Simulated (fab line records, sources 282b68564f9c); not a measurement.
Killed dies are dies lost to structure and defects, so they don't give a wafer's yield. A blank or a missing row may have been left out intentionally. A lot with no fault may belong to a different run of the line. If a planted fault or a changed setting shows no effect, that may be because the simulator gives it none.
Which of the tools did it? | flow rit_cmos | Sampling: 7 lots, 21 wafers, 2 of 202 route steps

WHAT THE GAUGES SHOWED, per wafer
RIT_WELLDRIVE_RS_MEAS_01: the measuring method here is four-point-probe.
lot  | measured    | on            | NWELL_RS (ohm/sq)
L376 | day 2 15:44 | film_metro-02 | 275.0 274.6 274.8
L379 | day 3 08:14 | film_metro-01 | 274.5 275.1 275.0
L381 | day 3 19:45 | film_metro-03 | 277.5 277.3 277.7
L383 | day 4 06:29 | film_metro-01 | 282.6 282.2 282.7
L385 | day 4 12:34 | film_metro-02 | 274.7 274.6 273.6
L392 | day 6 05:57 | film_metro-01 | 275.5 274.9 275.4
L396 | day 7 07:14 | film_metro-02 | 276.0 276.2 275.8

WHICH TOOL RAN EACH LOT (tool, then ch and the chambers of the sampled wafers, then the start)
lot  | RIT_NWELL_IMPLANT_08
L376 | implanter-01 ch 0, day 2 07:41
L379 | implanter-02 ch 0, day 2 23:16
L381 | implanter-02 ch 0, day 3 11:24
L383 | implanter-02 ch 0, day 3 23:17
L385 | implanter-03 ch 0, day 4 04:52
L392 | implanter-03 ch 0, day 5 21:13
L396 | implanter-02 ch 0, day 6 19:16
- RIT_NWELL_IMPLANT_08

THE ANSWER, worked out from the rows above alone
Rule: the lots themselves supply what counts as usual. The widest of any qualifying gaps counts: lots, ordered by their means at a reading, are off when they make up no more than a third of the lots, leave a main group of 4 or more, and stand apart from it by 3 or more times the standard deviation of that group's means. The tables above print the reading to a certain number of digits; a main group whose means all agree to those digits is not used. Also off: a lot with no number at a reading for which 4 or more lots have one. The other lots that the step has rows for count as sound.
Off: L383, at RIT_WELLDRIVE_RS_MEAS_01 (NWELL_RS). For the main group the mean is 275.5 ohm/sq and the standard deviation 1.1.
If a tool, at a process step before that reading, ran all the lots that are off and no sound lot after the first of them, it fits. Gauges at RIT_WELLDRIVE_RS_MEAS_01: tried the same way as those tools. Of those tried, none fits.

WHAT THE SIMULATOR PUT IN
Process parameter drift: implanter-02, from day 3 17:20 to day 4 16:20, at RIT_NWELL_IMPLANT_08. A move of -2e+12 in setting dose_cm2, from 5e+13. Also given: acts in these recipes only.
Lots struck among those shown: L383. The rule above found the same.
